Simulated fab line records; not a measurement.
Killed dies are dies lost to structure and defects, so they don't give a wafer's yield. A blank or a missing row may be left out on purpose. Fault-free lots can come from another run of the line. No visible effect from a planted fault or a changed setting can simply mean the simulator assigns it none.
fab line records	flow rit-cmos	part 1 of 2: steps 1 to 30 of 44
record lots=5	wafers=15	last-day=8
route steps=202 shown PSD@151 SDANNEAL@153 NSD@158 PLDD@159 NLDD@160 SILICIDE@161 CONTACT@168 M1@184
lots with no fault: from the same line, run without faults
start-h: start of the lot's first displayed wafer, in hours after the record's first day	wait-h: hours elapsed since this lot's preceding step	" same as the row above	L1.1+2: one row covering several wafers at once	- value missing, or start not given	* or withheld: withheld	< > ~ a bound
route shown NAME@n: names a module that has steps shown in the file, with the first one's number in the route	usual: mean/standard deviation taken from wafers without a fault	same: alike in all rows	chamber/n: place in a boat	sites: per-site readings	_std_site: standard deviation of those values	_edge_site: inner sites' mean taken away from outer sites' mean	radius-mm: how far each site lies from the wafer's centre	mask NAME#n: copy n	behind: the tool/chamber that last shaped the wafer	hold: what put the lot on hold/how long, in hours/how the hold closed	device: whichever transistor did not switch (one of n, p or np)	end of line: the same wafers' tests at the end of the route	a step with no rows: only its recipe	killed: at the first sort, the dies lost to defects and structure; wafer yield is something else	map: the dies of a wafer, with x for killed, . for not killed, _ for no die there
set.NAME: setting as actually run; set.NAME@STEP: the setting as run at that earlier step	model.NAME: the simulator's own value behind a step, which no gauge read
certain route steps with their lots: each step a table, each wafer a row
services: from which hour (start-h, from the record's first day; less than 0 if before it) a tool's chamber was out of use, for how many hours, and why
## steps
# step RIT_PSD_STRIP_09
# recipe chemistry=O2	time-s=180	resist=NOVOLAK	platen-temp-c=withheld	power-w=500	pressure-mtorr=4000	o2-flow-sccm=4000
# usual drypump-motor-current-A=5.6/0.52
lot.wafer	tool	chamber	start-h	wait-h	drypump-motor-current-A	rf-hours-counter-h
L083.1	plasma-asher-03	0	100.35	0.1	6.0	45
L083.2	"	1	"	"	5.2	45
L083.5	"	1	"	"	5.2	-
L087.2	plasma-asher-02	1	119.49	0.1	5.2	50
L087.4	"	0	"	"	6.5	-
L087.5	"	1	"	"	5.1	-
L094.1	plasma-asher-03	1	155.05	0.1	5.2	51
L094.2	"	0	"	"	6.0	51
L094.4	"	1	"	"	5.2	-
L095.2	plasma-asher-04	1	158.97	0.1	5.1	4
L095.3	"	1	"	"	5.1	-
L095.4	"	0	"	"	5.7	-
L097.4	plasma-asher-03	1	179.29	0.1	5.2	-
L097.5	"	0	"	"	6.0	-
L097.6	"	1	"	"	5.2	-
# step RIT_PSD_TW_MEAS_10
# usual PSD_TW=3438/25
lot.wafer	tool	chamber	start-h	wait-h	PSD_TW
L083.1	film-metro-01	-	100.53	0.1	3461
L083.2	"	-	"	"	3440
L083.5	"	-	"	"	3451
L087.2	film-metro-04	-	119.68	0.1	3480
L087.4	"	-	"	"	3465
L087.5	"	-	"	"	3470
L094.1	film-metro-03	-	155.23	0.1	3400
L094.2	"	-	"	"	3418
L094.4	"	-	"	"	3420
L095.2	film-metro-04	-	159.16	0.1	3457
L095.3	"	-	"	"	3456
L095.4	"	-	"	"	3457
L097.4	film-metro-01	-	179.44	0.1	3417
L097.5	"	-	"	"	3404
L097.6	"	-	"	"	3428
# step RIT_SDANNEAL_CLEAN_00
# recipe chemistry=SC1	mix=3:3:50	time-s=600	temp-c=75
lot.wafer	tool	chamber	start-h	wait-h
L083.1+2+5	wet-bench-04	1	100.59	0.1
L087.2+4+5	wet-bench-03	0	119.73	0.0
L094.1+2+4	wet-bench-04	3	155.29	0.1
L095.2+3+4	wet-bench-04	1	159.21	0.0
L097.4+5+6	wet-bench-03	0	179.47	0.0
# step RIT_SDANNEAL_CLEAN_01
# recipe chemistry=dHF	dilution=50:1	time-s=30
lot.wafer	tool	chamber	start-h	wait-h
L083.1+2+5	wet-bench-03	1	100.76	0.0
L087.2+4+5	wet-bench-03	2	119.92	0.0
L094.1+2+4	wet-bench-03	2	155.46	0.0
L095.2+3+4	wet-bench-03	1	159.38	0.0
L097.4+5+6	wet-bench-03	3	179.65	0.0
# step RIT_SDANNEAL_CLEAN_02
# recipe chemistry=SC2	mix=3:3:50	time-s=600	temp-c=75	dry=n2-spin
lot.wafer	tool	chamber	start-h	wait-h
L083.1+2+5	wet-bench-04	1	100.78	0.0
L087.2+4+5	wet-bench-03	3	119.94	0.0
L094.1+2+4	wet-bench-04	0	155.48	0.0
L095.2+3+4	wet-bench-04	1	159.40	0.0
L097.4+5+6	wet-bench-03	1	179.66	0.0
# step RIT_SDANNEAL_RTA_03
# recipe temp-c=1050	time-s=5	idle-temp-c=600	ramp-up-c-per-s=342	ramp-down-c-per-s=171	cool-to-c=600	ambient=N2
# usual wafer_temp_C_max=1053.5/1.1
lot.wafer	tool	chamber	start-h	wait-h	wafer_temp_C_max
L083.1	rtp-anneal-02	0	100.95	0.0	1055.2
L083.2	"	0	"	"	1051.3
L083.5	"	0	"	"	1051.8
L087.2	rtp-anneal-02	0	120.14	0.0	1053.9
L087.4	"	0	"	"	1057.2
L087.5	"	0	"	"	1053.7
L094.1	rtp-anneal-01	0	155.66	0.0	1054.2
L094.2	"	0	"	"	1054.4
L094.4	"	0	"	"	1055.2
L095.2	rtp-anneal-02	0	159.58	0.0	1052.2
L095.3	"	0	"	"	1053.2
L095.4	"	0	"	"	1052.8
L097.4	rtp-anneal-02	0	179.87	0.0	1054.6
L097.5	"	0	"	"	1054.0
L097.6	"	0	"	"	1055.3
# step RIT_SDANNEAL_RS_MEAS_04
# recipe thk-meas-gauge=four-point-probe
# usual PSD_RS=115.9/0.3
lot.wafer	tool	chamber	start-h	wait-h	PSD_RS[ohm/sq]
L083.1	film-metro-01	-	101.01	0.0	115.4
L083.2	"	-	"	"	115.2
L083.5	"	-	"	"	115.4
L087.2	film-metro-03	-	120.21	0.1	116.1
L087.4	"	-	"	"	116.3
L087.5	"	-	"	"	116.3
L094.1	film-metro-04	-	155.72	0.0	116.0
L094.2	"	-	"	"	116.0
L094.4	"	-	"	"	115.6
L095.2	film-metro-01	-	159.65	0.1	115.7
L095.3	"	-	"	"	116.2
L095.4	"	-	"	"	116.0
L097.4	film-metro-01	-	179.96	0.1	115.9
L097.5	"	-	"	"	115.8
L097.6	"	-	"	"	116.2
# step RIT_SDANNEAL_RS_MEAS_05
# recipe thk-meas-gauge=four-point-probe
# usual NSD_RS=84.51/0.23
lot.wafer	tool	chamber	start-h	wait-h	NSD_RS[ohm/sq]
L083.1	film-metro-01	-	101.13	0.1	84.60
L083.2	"	-	"	"	84.42
L083.5	"	-	"	"	84.60
L087.2	film-metro-03	-	120.33	0.1	84.59
L087.4	"	-	"	"	84.50
L087.5	"	-	"	"	84.45
L094.1	film-metro-04	-	155.84	0.1	84.54
L094.2	"	-	"	"	84.57
L094.4	"	-	"	"	84.61
L095.2	film-metro-01	-	159.77	0.1	84.26
L095.3	"	-	"	"	84.13
L095.4	"	-	"	"	84.15
L097.4	film-metro-01	-	180.08	0.1	84.95
L097.5	"	-	"	"	84.72
L097.6	"	-	"	"	84.89
# step RIT_SDANNEAL_RS_MEAS_06
# recipe thk-meas-gauge=four-point-probe
# usual PLDD_RS=178.6/0.51
lot.wafer	tool	chamber	start-h	wait-h	PLDD_RS[ohm/sq]
L083.1	film-metro-01	-	101.25	0.1	177.6
L083.2	"	-	"	"	177.3
L083.5	"	-	"	"	177.8
L087.2	film-metro-03	-	120.45	0.1	178.5
L087.4	"	-	"	"	179.0
L087.5	"	-	"	"	178.9
L094.1	film-metro-04	-	155.96	0.1	178.8
L094.2	"	-	"	"	178.7
L094.4	"	-	"	"	178.9
L095.2	film-metro-01	-	159.89	0.1	178.1
L095.3	"	-	"	"	178.9
L095.4	"	-	"	"	178.6
L097.4	film-metro-01	-	180.20	0.1	178.6
L097.5	"	-	"	"	178.7
L097.6	"	-	"	"	178.5
# step RIT_SDANNEAL_RS_MEAS_07
# recipe thk-meas-gauge=four-point-probe
# usual NLDD_RS=151.6/0.5
lot.wafer	tool	chamber	start-h	wait-h	NLDD_RS[ohm/sq]
L083.1	film-metro-01	-	101.37	0.1	151.1
L083.2	"	-	"	"	151.2
L083.5	"	-	"	"	150.8
L087.2	film-metro-03	-	120.57	0.1	152.0
L087.4	"	-	"	"	151.5
L087.5	"	-	"	"	151.6
L094.1	film-metro-04	-	156.08	0.1	151.9
L094.2	"	-	"	"	151.7
L094.4	"	-	"	"	151.4
L095.2	film-metro-01	-	160.01	0.1	152.3
L095.3	"	-	"	"	152.2
L095.4	"	-	"	"	151.6
L097.4	film-metro-01	-	180.32	0.1	152.0
L097.5	"	-	"	"	152.8
L097.6	"	-	"	"	152.7
# step RIT_SILICIDE_WET_ETCH_00
# recipe chemistry=BOE	target=SiO2	target-depth-nm=14	time-s=15	dry=n2-spin	dilution=10:1	temp-c=21.5
lot.wafer	tool	chamber	start-h	wait-h
L083.1+2+5	wet-bench-02	1	101.49	0.1
L087.2+4+5	wet-bench-02	3	120.67	0.1
L094.1+2+4	wet-bench-04	0	156.20	0.1
L095.2+3+4	wet-bench-04	3	160.11	0.1
L097.4+5+6	wet-bench-04	2	180.38	0.0
# step RIT_SILICIDE_SPUTTER_01
# recipe material=Ti	target-thk-nm=30	power-w=350	chamber-pressure-pa=0.667	gas=Ar	time-s=240	substrate-temp-c=25
# usual chamber-pressure-pa=0.6672/0.0013	substrate-temp-c=25.01/0.09	throttle-valve-pct=30.0/0.62
lot.wafer	tool	chamber	start-h	wait-h	chamber-pressure-pa	substrate-temp-c	throttle-valve-pct
L083.1	pvd-sputter-03	-	101.50	0.0	0.6691	25.08	31.0
L083.2	"	-	"	"	0.6662	25.15	30.1
L083.5	"	-	"	"	0.6675	24.90	31.2
L087.2	pvd-sputter-04	-	120.68	0.0	0.6687	24.93	30.0
L087.4	"	-	"	"	0.6679	24.88	30.9
L087.5	"	-	"	"	0.6688	24.94	29.3
L094.1	pvd-sputter-01	-	156.21	0.0	0.6694	25.11	29.7
L094.2	"	-	"	"	0.6655	24.97	30.7
L094.4	"	-	"	"	0.6674	25.07	29.2
L095.2	pvd-sputter-01	-	160.13	0.0	0.6684	25.02	29.9
L095.3	"	-	"	"	0.6699	25.05	30.5
L095.4	"	-	"	"	0.6677	25.06	29.3
L097.4	pvd-sputter-01	-	180.39	0.0	0.6695	24.86	29.6
L097.5	"	-	"	"	0.6671	25.10	30.0
L097.6	"	-	"	"	0.6660	25.18	30.4
# step RIT_SILICIDE_RS_MEAS_02
# recipe thk-meas-gauge=four-point-probe	reads=Ti_of_SILICIDE_SPUTTER_01
# usual SILICIDE_TI_RS=47.8/0.48
lot.wafer	tool	chamber	start-h	wait-h	SILICIDE_TI_RS[ohm/sq]
L083.1	film-metro-03	-	101.65	0.1	48.0
L083.2	"	-	"	"	48.2
L083.5	"	-	"	"	48.0
L087.2	film-metro-01	-	120.85	0.1	48.2
L087.4	"	-	"	"	47.8
L087.5	"	-	"	"	48.0
L094.1	film-metro-03	-	156.36	0.1	47.1
L094.2	"	-	"	"	47.8
L094.4	"	-	"	"	47.1
L095.2	film-metro-02	-	160.30	0.1	46.6
L095.3	"	-	"	"	47.5
L095.4	"	-	"	"	47.2
L097.4	film-metro-02	-	180.60	0.1	47.9
L097.5	"	-	"	"	47.2
L097.6	"	-	"	"	48.1
# step RIT_SILICIDE_THK_MEAS_03
# recipe thk-meas-gauge=xrf	reads=Ti_of_SILICIDE_SPUTTER_01
# usual SILICIDE_TI_THK=30.27/0.29
lot.wafer	tool	chamber	start-h	wait-h	SILICIDE_TI_THK[nm]
L083.1	film-metro-03	-	101.77	0.1	30.22
L083.2	"	-	"	"	30.05
L083.5	"	-	"	"	30.20
L087.2	film-metro-01	-	120.96	0.1	29.69
L087.4	"	-	"	"	30.08
L087.5	"	-	"	"	29.91
L094.1	film-metro-03	-	156.48	0.1	30.63
L094.2	"	-	"	"	30.14
L094.4	"	-	"	"	30.43
L095.2	film-metro-02	-	160.41	0.1	30.89
L095.3	"	-	"	"	30.45
L095.4	"	-	"	"	30.59
L097.4	film-metro-02	-	180.69	0.1	30.13
L097.5	"	-	"	"	30.52
L097.6	"	-	"	"	30.08
# step RIT_SILICIDE_RTA_04
# recipe temp-c=650	time-s=10	idle-temp-c=25	ramp-up-s=5	ramp-down-s=5	cool-to-c=25	ambient=N2
# usual wafer_temp_C_max=651.8/0.54
lot.wafer	tool	chamber	start-h	wait-h	wafer_temp_C_max
L083.1	rtp-anneal-01	0	101.83	0.1	651.4
L083.2	"	0	"	"	651.6
L083.5	"	0	"	"	651.8
L087.2	rtp-anneal-01	0	121.02	0.1	651.9
L087.4	"	0	"	"	652.2
L087.5	"	0	"	"	651.8
L094.1	rtp-anneal-02	0	156.54	0.1	651.5
L094.2	"	0	"	"	652.1
L094.4	"	0	"	"	652.2
L095.2	rtp-anneal-01	0	160.47	0.1	651.5
L095.3	"	0	"	"	651.6
L095.4	"	0	"	"	651.6
L097.4	rtp-anneal-01	0	180.75	0.1	650.8
L097.5	"	0	"	"	651.1
L097.6	"	0	"	"	651.8
# step RIT_SILICIDE_WET_ETCH_05
# recipe chemistry=SPM	target=Ti	temp-c=90	time-s=120	dry=n2-spin
lot.wafer	tool	chamber	start-h	wait-h
L083.1+2+5	wet-bench-02	2	101.90	0.1
L087.2+4+5	wet-bench-04	3	121.07	0.0
L094.1+2+4	wet-bench-04	3	156.60	0.1
L095.2+3+4	wet-bench-04	2	160.52	0.0
L097.4+5+6	wet-bench-04	3	180.79	0.0
# step RIT_SILICIDE_RTA_06
# recipe temp-c=750	time-s=10	idle-temp-c=25	ramp-up-s=5	ramp-down-s=10	cool-to-c=25	ambient=N2
# usual wafer_temp_C_max=752.0/0.47
lot.wafer	tool	chamber	start-h	wait-h	wafer_temp_C_max
L083.1	rtp-anneal-02	0	101.95	0.0	751.9
L083.2	"	0	"	"	752.1
L083.5	"	0	"	"	752.1
L087.2	rtp-anneal-02	0	121.13	0.0	751.7
L087.4	"	0	"	"	751.5
L087.5	"	0	"	"	751.7
L094.1	rtp-anneal-01	0	156.65	0.0	751.4
L094.2	"	0	"	"	752.0
L094.4	"	0	"	"	751.3
L095.2	rtp-anneal-02	0	160.57	0.0	752.2
L095.3	"	0	"	"	752.7
L095.4	"	0	"	"	752.8
L097.4	rtp-anneal-02	0	180.87	0.0	753.2
L097.5	"	0	"	"	751.9
L097.6	"	0	"	"	752.0
# step RIT_CONTACT_CVD_00
# recipe material=SiO2	target-thk-nm=400	precursor=TEOS	temp-c=390	time-s=61	rf-w=400
# usual heater-power-w=317/45
lot.wafer	tool	chamber	start-h	wait-h	heater-power-w
L083.1	pecvd-04	2	102.01	0.1	358
L083.2	"	0	"	"	250
L083.5	"	1	"	"	342
L087.2	pecvd-01	2	121.18	0.0	340
L087.4	"	1	"	"	332
L087.5	"	0	"	"	321
L094.1	pecvd-04	1	156.71	0.1	288
L094.2	"	2	"	"	325
L094.4	"	0	"	"	197
L095.2	pecvd-01	0	160.63	0.0	328
L095.3	"	1	"	"	308
L095.4	"	1	"	"	313
L097.4	pecvd-04	2	180.92	0.0	363
L097.5	"	0	"	"	246
L097.6	"	1	"	"	312
# step RIT_CONTACT_THK_MEAS_01
# recipe reads=SiO2_of_CONTACT_CVD_00
# usual CONTACT_TEOS_THK=401/4.8
lot.wafer	tool	chamber	start-h	wait-h	CONTACT_TEOS_THK[nm]
L083.1	film-metro-02	-	102.06	0.0	399
L083.2	"	-	"	"	403
L083.5	"	-	"	"	409
L087.2	film-metro-02	-	121.24	0.0	401
L087.4	"	-	"	"	412
L087.5	"	-	"	"	401
L094.1	film-metro-04	-	156.76	0.0	399
L094.2	"	-	"	"	399
L094.4	"	-	"	"	402
L095.2	film-metro-01	-	160.69	0.0	400
L095.3	"	-	"	"	398
L095.4	"	-	"	"	406
L097.4	film-metro-04	-	180.98	0.0	406
L097.5	"	-	"	"	404
L097.6	"	-	"	"	406
# step RIT_CONTACT_HMDS_02
# recipe prime-time-s=60	prime-temp-c=140
lot.wafer	tool	chamber	start-h	wait-h
L083.1+2+5	litho-track-02	0	102.45	0.4
L087.2+4+5	litho-track-02	0	121.43	0.2
L094.1+2+4	litho-track-04	0	156.82	0.1
L095.2+3+4	litho-track-01	0	160.77	0.1
L097.4+5+6	litho-track-04	0	181.08	0.1
# step RIT_CONTACT_COAT_03
# recipe resist=NOVOLAK	spin-rpm=3250	resist-thk-nm=1000
lot.wafer	tool	chamber	start-h	wait-h
L083.1+2+5	litho-track-02	0	102.60	0.1
L087.2+4+5	litho-track-02	0	121.58	0.1
L094.1+2+4	litho-track-04	0	156.97	0.1
L095.2+3+4	litho-track-01	0	160.92	0.1
L097.4+5+6	litho-track-04	0	181.23	0.1
# step RIT_CONTACT_SOFTBAKE_04
# recipe resist=NOVOLAK	temp-c=90	time-s=60
lot.wafer	tool	chamber	start-h	wait-h
L083.1+2+5	litho-track-02	0	102.75	0.1
L087.2+4+5	litho-track-02	0	121.73	0.1
L094.1+2+4	litho-track-04	0	157.12	0.1
L095.2+3+4	litho-track-01	0	161.07	0.1
L097.4+5+6	litho-track-04	0	181.38	0.1
# step RIT_CONTACT_EXPOSE_05
# recipe mask-id=M11	na=0.6	source-shape=conventional	sigma-outer=0.5	target-cd-nm=1000	dose-mj=250
lot.wafer	tool	chamber	start-h	wait-h	mask
L083.1+2+5	iline-stepper-02	0	103.05	0.3	M11#0
L087.2+4+5	iline-stepper-02	0	123.98	2.2	M11#0
L094.1+2+4	iline-stepper-02	0	157.27	0.1	M11#0
L095.2+3+4	iline-stepper-02	0	161.21	0.1	M11#0
L097.4+5+6	iline-stepper-01	0	181.52	0.1	M11#0
# step RIT_CONTACT_PEB_06
# recipe resist=NOVOLAK	temp-c=withheld	time-s=withheld
lot.wafer	tool	chamber	start-h	wait-h
L083.1+2+5	litho-track-01	0	103.24	0.2
L087.2+4+5	litho-track-04	0	124.10	0.1
L094.1+2+4	litho-track-04	0	157.39	0.1
L095.2+3+4	litho-track-02	0	161.33	0.1
L097.4+5+6	litho-track-02	0	181.65	0.1
# step RIT_CONTACT_DEVELOP_07
# recipe resist=NOVOLAK	develop-time-s=120	dev-temp-c=23
lot.wafer	tool	chamber	start-h	wait-h
L083.1+2+5	litho-track-01	0	-	-
L087.2+4+5	litho-track-04	0	-	-
L094.1+2+4	litho-track-04	0	-	-
L095.2+3+4	litho-track-02	0	-	-
L097.4+5+6	litho-track-02	0	-	-
# step RIT_CONTACT_CD_MEAS_08
# recipe target-cd-nm=1000
# usual cd-nm=1000.5/2.1
lot.wafer	tool	chamber	start-h	wait-h	cd-nm
L083.1	cd-sem-01	-	103.64	-	998.1
L083.2	"	-	"	"	998.7
L083.5	"	-	"	"	997.0
L087.2	cd-sem-02	-	124.49	-	1000.7
L087.4	"	-	"	"	1000.4
L087.5	"	-	"	"	1003.3
L094.1	cd-sem-01	-	157.79	-	997.7
L094.2	"	-	"	"	998.7
L094.4	"	-	"	"	997.2
L095.2	cd-sem-01	-	161.73	-	1000.9
L095.3	"	-	"	"	1000.4
L095.4	"	-	"	"	1001.0
L097.4	cd-sem-02	-	182.04	-	999.2
L097.5	"	-	"	"	998.7
L097.6	"	-	"	"	996.0
# step RIT_CONTACT_OVL_MEAS_09
# usual CONTACT_OVL=1.2/1.5
lot.wafer	tool	chamber	start-h	wait-h	CONTACT_OVL[nm]
L083.1	overlay-02	-	103.76	0.1	0.5
L083.2	"	-	"	"	1.0
L083.5	"	-	"	"	-0.2
L087.2	overlay-01	-	124.60	0.1	0.6
L087.4	"	-	"	"	0.8
L087.5	"	-	"	"	0.2
L094.1	overlay-02	-	157.91	0.1	3.5
L094.2	"	-	"	"	2.9
L094.4	"	-	"	"	1.9
L095.2	overlay-02	-	161.83	0.1	0.1
L095.3	"	-	"	"	-0.2
L095.4	"	-	"	"	1.0
L097.4	overlay-01	-	182.11	0.1	1.3
L097.5	"	-	"	"	1.2
L097.6	"	-	"	"	3.0
# step RIT_CONTACT_HARDBAKE_10
# recipe resist=NOVOLAK	temp-c=140	time-s=60
lot.wafer	tool	chamber	start-h	wait-h
L083.1+2+5	litho-track-04	0	103.79	0.0
L087.2+4+5	litho-track-01	0	124.74	0.1
L094.1+2+4	litho-track-01	0	157.95	0.0
L095.2+3+4	litho-track-04	0	161.89	0.0
L097.4+5+6	litho-track-02	0	182.21	0.1
# step RIT_CONTACT_ETCH_11
# recipe target-depth-a=4800	over-etch-frac=0.2	stop-on=TiSi2	chemistry=CHF3/CF4/Ar	target=SiO2	CHF3_flow_sccm=50	cf4-flow-sccm=10	Ar_flow_sccm=100	O2_flow_sccm=5	pressure-mtorr=100	rf-w=200	time-s=320
# usual cf4-flow-sccm=9.998/0.027	drypump-motor-current-A=5.9/0.63	oes-product-au=0.992/0.015	throttle-valve-pct=8.76/0.097
lot.wafer	tool	chamber	start-h	wait-h	cf4-flow-sccm	drypump-motor-current-A	oes-product-au	rf-hours-counter-h	throttle-valve-pct
L083.1	rie-diel-01	3	103.94	0.1	9.981	6.5	0.997	147	8.85
L083.2	"	2	"	"	10.031	4.6	0.967	16	8.70
L083.5	"	2	"	"	10.028	4.6	0.968	-	8.71
L087.2	rie-diel-03	0	124.87	0.1	9.962	5.8	1.002	68	8.98
L087.4	"	3	"	"	10.040	5.9	0.976	27	8.62
L087.5	"	2	"	"	10.009	6.0	0.993	-	8.81
L094.1	rie-diel-01	0	158.10	0.1	9.986	6.0	1.012	1	8.63
L094.2	"	3	"	"	9.995	6.6	1.005	148	8.84
L094.4	"	1	"	"	10.021	5.9	0.998	42	8.78
L095.2	rie-diel-01	0	162.01	0.1	10.037	6.0	1.004	1	8.61
L095.3	"	1	"	"	10.014	5.9	0.986	42	8.77
L095.4	"	1	"	"	9.970	5.9	0.997	-	8.77
L097.4	rie-diel-03	2	182.28	0.1	10.060	6.0	1.004	47	8.81
L097.5	"	2	"	"	9.986	6.0	1.015	-	8.80
L097.6	"	1	"	"	9.976	5.9	0.993	-	8.85
# step RIT_CONTACT_STRIP_12
# recipe chemistry=O2	time-s=180	resist=NOVOLAK	platen-temp-c=withheld	power-w=500	pressure-mtorr=4000	o2-flow-sccm=4000
# usual drypump-motor-current-A=5.8/0.53
lot.wafer	tool	chamber	start-h	wait-h	drypump-motor-current-A	rf-hours-counter-h
L083.1	plasma-asher-03	1	104.14	0.1	5.2	46
L083.2	"	0	"	"	6.0	46
L083.5	"	0	"	"	6.0	-
L087.2	plasma-asher-02	0	125.06	0.1	6.5	50
L087.4	"	1	"	"	5.1	-
L087.5	"	0	"	"	6.5	-
L094.1	plasma-asher-02	1	158.29	0.1	5.1	54
L094.2	"	0	"	"	6.5	54
L094.4	"	1	"	"	5.1	-
L095.2	plasma-asher-03	0	162.21	0.1	6.0	52
L095.3	"	1	"	"	5.2	-
L095.4	"	0	"	"	6.0	-
L097.4	plasma-asher-02	1	182.53	0.2	5.1	-
L097.5	"	1	"	"	5.1	-
L097.6	"	0	"	"	6.5	-
